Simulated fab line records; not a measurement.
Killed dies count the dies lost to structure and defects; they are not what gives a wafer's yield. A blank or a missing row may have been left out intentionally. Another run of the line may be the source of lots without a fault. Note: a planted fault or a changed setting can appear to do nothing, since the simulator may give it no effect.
The tool behind it: which one?    flow rit-cmos    14 lots, 42 wafers sampled, at 5 steps of a route of 202

== WHAT THE GAUGES SHOWED, per wafer ==
RIT_NWELL_OVL_MEAS_06. Usual: NWELL_OVL gives -0.8 nm (standard deviation 1.4).
lot   measured     on          NWELL_OVL (nm)  flag
L917  day 2 06:52  overlay-02  -0.7 -2.2 0.1   
L918  day 2 10:20  overlay-02  -2.8 -1.5 -3.8  
L919  day 2 13:58  overlay-02  -2.2 -1.9 -3.5  
L920  day 3 00:49  overlay-02  -1.3 0.6 0.0    
L922  day 3 03:07  overlay-01  0.3 -1.7 -0.2   
L924  day 3 14:32  overlay-01  2.7 0.5 1.0     
L929  day 4 15:05  overlay-02  0.9 0.3 -0.5    
L931  day 5 00:51  overlay-02  -1.3 0.6 0.4    
L932  day 5 05:49  overlay-02  -1.6 -1.9 -2.4  
L933  day 5 11:29  overlay-01  -1.4 0.4 2.0    
L934  day 5 15:01  overlay-02  -3.7 -1.7 -1.2  
L935  day 5 22:14  overlay-01  -0.1 0.0 -0.4   
L936  day 6 03:12  overlay-02  0.0 -0.7 -0.7   
L938  day 6 18:17  overlay-01  0.2 -0.3 2.0    

RIT_PWELL_OVL_MEAS_06. Usual: PWELL_OVL gives -1.6 nm (standard deviation 1.3).
lot   measured     on          PWELL_OVL (nm)  flag
L917  day 2 08:38  overlay-01  -1.8 -0.9 -1.5  
L918  day 2 12:01  overlay-02  0.1 -2.2 -2.4   
L919  day 2 15:32  overlay-02  -1.2 -0.5 -2.3  
L920  day 3 02:29  overlay-01  -0.7 -1.0 -0.6  
L922  day 3 04:59  overlay-02  -2.9 -2.6 -1.7  
L924  day 3 16:05  overlay-02  -1.3 -2.5 -1.9  
L929  day 4 16:46  overlay-01  -3.2 -1.3 -2.0  
L931  day 5 02:32  overlay-02  -2.6 -2.6 -3.5  
L932  day 5 07:39  overlay-01  -3.4 -0.9 -2.2  
L933  day 5 13:10  overlay-01  1.0 0.7 -1.0    
L934  day 5 16:38  overlay-02  -1.9 0.2 -0.9   
L935  day 5 23:47  overlay-01  -1.2 -2.0 -0.8  
L936  day 6 05:00  overlay-02  -1.0 -2.8 -2.2  
L938  day 6 19:50  overlay-01  1.2 -1.2 -0.1   

RIT_SPACER_THK_MEAS_04. Usual: SPACER_NITRIDE_THK gives 249.4 nm (standard deviation 2.3).
lot   measured     on             SPACER_NITRIDE_THK (nm)  flag
L917  day 3 10:31  film-metro-03  248.9 247.9 248.1        
L918  day 3 12:38  film-metro-01  252.0 254.1 252.7        
L919  day 3 17:28  film-metro-03  253.9 254.0 251.5        
L920  day 4 06:50  film-metro-02  248.1 246.8 245.5        
L922  day 4 06:50  film-metro-01  245.1 248.7 245.6        
L924  day 4 16:44  film-metro-02  249.4 251.1 248.4        
L929  day 5 20:09  film-metro-02  248.9 250.2 250.5        
L931  day 6 04:49  film-metro-02  249.9 247.8 250.4        
L932  day 6 09:04  film-metro-01  271.8 271.2 270.9        OFF
L933  day 6 18:17  film-metro-03  270.4 270.6 268.8        OFF
L934  day 7 01:29  film-metro-02  250.5 251.3 250.4        
L935  day 7 08:05  film-metro-03  248.5 246.8 248.6        
L936  day 7 12:05  film-metro-03  250.1 250.7 251.5        
L938  day 8 04:03  film-metro-01  247.8 249.8 249.3        

== TOOL THAT RAN EACH LOT (tool first, then ch and the chambers of the sampled wafers, then the start) ==
lot   RIT_PLDD_STRIP_09                    RIT_SPACER_CVD_03
L917  plasma-asher-02 ch 0,1, day 3 06:34  lpcvd-01 ch 0, day 3 08:35
L918  plasma-asher-01 ch 0,1, day 3 09:56  lpcvd-01 ch 0, day 3 10:43
L919  plasma-asher-04 ch 0,1, day 3 14:14  lpcvd-02 ch 1, day 3 15:32
L920  plasma-asher-02 ch 0,1, day 4 03:39  lpcvd-02 ch 1, day 4 04:55
L922  plasma-asher-04 ch 0,1, day 4 03:53  lpcvd-02 ch 1, day 4 04:55
L924  plasma-asher-04 ch 0,1, day 4 12:56  lpcvd-02 ch 0, day 4 14:49
L929  plasma-asher-02 ch 0,1, day 5 16:46  lpcvd-02 ch 0, day 5 18:12
L931  plasma-asher-01 ch 0,1, day 6 02:17  lpcvd-02 ch 1, day 6 02:53
L932  plasma-asher-01 ch 0,1, day 6 06:32  lpcvd-02 ch 1, day 6 07:08
L933  plasma-asher-02 ch 0,1, day 6 15:45  lpcvd-02 ch 1, day 6 16:21
L934  plasma-asher-02 ch 0,1, day 6 22:58  lpcvd-02 ch 0, day 6 23:35
L935  plasma-asher-02 ch 0,1, day 7 05:34  lpcvd-01 ch 1, day 7 06:10
L936  plasma-asher-01 ch 0,1, day 7 09:34  lpcvd-02 ch 0, day 7 10:10
L938  plasma-asher-04 ch 0,1, day 8 00:28  lpcvd-01 ch 1, day 8 02:06
- RIT_PLDD_STRIP_09: strips in O2, time 180 s.
- RIT_SPACER_CVD_03: deposits Si3N4 from SiH2Cl2/NH3, target thk 250 nm, time 3300 s.

== WHAT THE TOOLS THEMSELVES READ (means of the sampled wafers that have a number; where no wafer has one, the mark that the record gives instead) ==
RIT_PLDD_STRIP_09. Usual: 5.7 A for drypump-motor-current-A, sd 0.46.
lot   tool             drypump-motor-current-A (A)  flag
L917  plasma-asher-02  5.6                          
L918  plasma-asher-01  5.2                          
L919  plasma-asher-04  6.2                          
L920  plasma-asher-02  5.6                          
L922  plasma-asher-04  6.2                          
L924  plasma-asher-04  6.2                          
L929  plasma-asher-02  5.6                          
L931  plasma-asher-01  5.4                          
L932  plasma-asher-01  5.2                          
L933  plasma-asher-02  5.6                          
L934  plasma-asher-02  5.5                          
L935  plasma-asher-02  5.6                          
L936  plasma-asher-01  5.3                          
L938  plasma-asher-04  6.2                          

RIT_SPACER_CVD_03. Usual: sih2cl2-flow-sccm 59.96 sccm, standard deviation 0.17; zone-power-source-pct 19.6 %, standard deviation 1.1.
lot   tool      sih2cl2-flow-sccm (sccm)  zone-power-source-pct (%)  flag
L917  lpcvd-01  59.96                     18.3                       
L918  lpcvd-01  60.05                     18.4                       
L919  lpcvd-02  60.00                     20.5                       
L920  lpcvd-02  60.04                     20.7                       
L922  lpcvd-02  59.88                     20.8                       
L924  lpcvd-02  60.00                     18.4                       
L929  lpcvd-02  59.88                     18.5                       
L931  lpcvd-02  59.97                     20.5                       
L932  lpcvd-02  60.08                     20.7                       
L933  lpcvd-02  60.01                     20.7                       
L934  lpcvd-02  59.75                     18.3                       
L935  lpcvd-01  59.80                     20.3                       
L936  lpcvd-02  60.05                     18.2                       
L938  lpcvd-01  59.74                     20.3                       

== THE ANSWER, worked out from the rows above alone ==
Rule: a lot is off if the mean of its wafers that have a number lies more than 3 standard deviations from the usual mean. A lot without any number at a reading at which 4 lots or more have one is off too. Any other lot the step has rows for is counted as sound. First the gauges in route order, then the tools' own readings, where a lot's mean is used as printed above. At the first step where some lot is off, the reading lying furthest off is the one used; lots without a number count as furthest.
Off: at RIT_SPACER_THK_MEAS_04 (SPACER_NITRIDE_THK), L932, L933.
A tool fits if, at a process step before that reading, it ran every lot that is off, and no sound lot after the first of them. Those tools and the gauges at RIT_SPACER_THK_MEAS_04 are tried in the same way. Of those tried, none fits.

== WHAT THE SIMULATOR HAD INSERTED ==
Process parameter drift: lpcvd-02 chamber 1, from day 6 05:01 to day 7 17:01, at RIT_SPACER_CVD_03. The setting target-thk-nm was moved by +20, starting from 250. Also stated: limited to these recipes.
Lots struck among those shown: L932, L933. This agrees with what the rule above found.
